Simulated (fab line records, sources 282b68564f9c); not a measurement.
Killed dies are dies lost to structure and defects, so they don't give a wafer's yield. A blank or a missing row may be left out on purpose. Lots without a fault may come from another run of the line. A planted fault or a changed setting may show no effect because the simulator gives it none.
Tool commonality check | flow rit_cmos | 14 lots, 42 wafers sampled

WHY IT WAS OPENED
At RIT_FOX2_THK_MEAS_01 the reading FOX2_OXIDE_THK is flagged on 2 of 14 lots. Wafers without a fault read 352 nm, standard deviation 6.9.
Rule: a lot is flagged when every wafer of it that has a number lies more than 4 standard deviations from that mean, or none has a number. The other lots count as sound.

lot  | measured    | on            | FOX2_OXIDE_THK (nm), wafer by wafer | flag
L293 | day 1 22:30 | film_metro-04 | 353 346 342                         |
L294 | day 2 01:50 | film_metro-04 | 353 351 358                         |
L295 | day 2 04:37 | film_metro-03 | 348 350 352                         |
L299 | day 3 02:37 | film_metro-03 | 347 345 347                         |
L300 | day 3 07:03 | film_metro-04 | 358 356 358                         |
L302 | day 3 16:02 | film_metro-03 | 340 344 342                         |
L303 | day 3 20:20 | film_metro-03 | 369 369 364                         |
L304 | day 4 03:50 | film_metro-04 | 347 350 351                         |
L305 | day 4 07:47 | film_metro-04 | 364 358 358                         |
L309 | day 5 04:12 | film_metro-03 | 336 339 341                         |
L311 | day 5 13:40 | film_metro-04 | 351 351 357                         |
L314 | day 6 10:55 | film_metro-03 | 473 466 469                         | FLAGGED
L315 | day 6 10:55 | film_metro-02 | 473 472 475                         | FLAGGED
L316 | day 7 03:28 | film_metro-03 | 342 345 352                         |
The numbers of the flagged lots are 471 nm on average: +119 nm against the usual, or +17 standard deviations.

WHICH TOOL RAN EACH LOT
The record holds 1 process step before the reading, out of a route of 202 steps. In each cell: the tool, then ch and the chambers that the sampled wafers went through, then the start.
lot  | flag    | RIT_FOX2_OXIDATION_00
L293 |         | furnace-03 ch 0, day 1 21:09
L294 |         | furnace-04 ch 0, day 2 00:31
L295 |         | furnace-01 ch 0, day 2 03:17
L299 |         | furnace-03 ch 0, day 3 01:16
L300 |         | furnace-04 ch 0, day 3 05:44
L302 |         | furnace-03 ch 0, day 3 14:41
L303 |         | furnace-04 ch 0, day 3 19:01
L304 |         | furnace-03 ch 0, day 4 02:30
L305 |         | furnace-01 ch 0, day 4 06:27
L309 |         | furnace-03 ch 0, day 5 02:52
L311 |         | furnace-04 ch 0, day 5 12:20
L314 | FLAGGED | furnace-03 ch 0, day 6 09:37
L315 | FLAGGED | furnace-03 ch 0, day 6 09:37
L316 |         | furnace-04 ch 0, day 7 02:08
What these steps do:
- RIT_FOX2_OXIDATION_00: target thk 350.7 nm, ox time 1130 s.
- RIT_FOX2_THK_MEAS_01

FLAGGED OVER TOTAL, TOOL BY TOOL (the gauges that took the reading come last)
step                  | tool          | lots run | flagged | share of the flagged lots | sound lots run after its first flagged lot
RIT_FOX2_OXIDATION_00 | furnace-01    | 2        | 0       | none                      | -
RIT_FOX2_OXIDATION_00 | furnace-03    | 7        | 2       | all                       | 0
RIT_FOX2_OXIDATION_00 | furnace-04    | 5        | 0       | none                      | -
RIT_FOX2_THK_MEAS_01  | film_metro-02 | 1        | 1       | some                      | 0
RIT_FOX2_THK_MEAS_01  | film_metro-03 | 7        | 1       | some                      | 1 (L316)
RIT_FOX2_THK_MEAS_01  | film_metro-04 | 6        | 0       | none                      | -

WHAT THE TABLE ALLOWS
1 row of the table ran every flagged lot: furnace-03 at RIT_FOX2_OXIDATION_00.
- furnace-03 at RIT_FOX2_OXIDATION_00: 2 of its 7 lots flagged. Its last sound lot is L309 (day 5 02:52), its first flagged lot L314 (day 6 09:37): a fault that began between those two fits. Its own readings lie more than 4 standard deviations out on every wafer of the flagged lots: spike_tc_centre_C, spike_tc_load_C, spike_tc_source_C, tube_center_temp_C, tube_center_temp_C_max.
One tool is left: furnace-03 at RIT_FOX2_OXIDATION_00.

WHAT THE SIMULATOR HAD PUT IN
Process parameter drift: furnace-03, from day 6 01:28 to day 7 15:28, at RIT_FOX2_OXIDATION_00. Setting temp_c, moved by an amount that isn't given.
Lots struck among those shown: L314, L315. The rule above found the same.
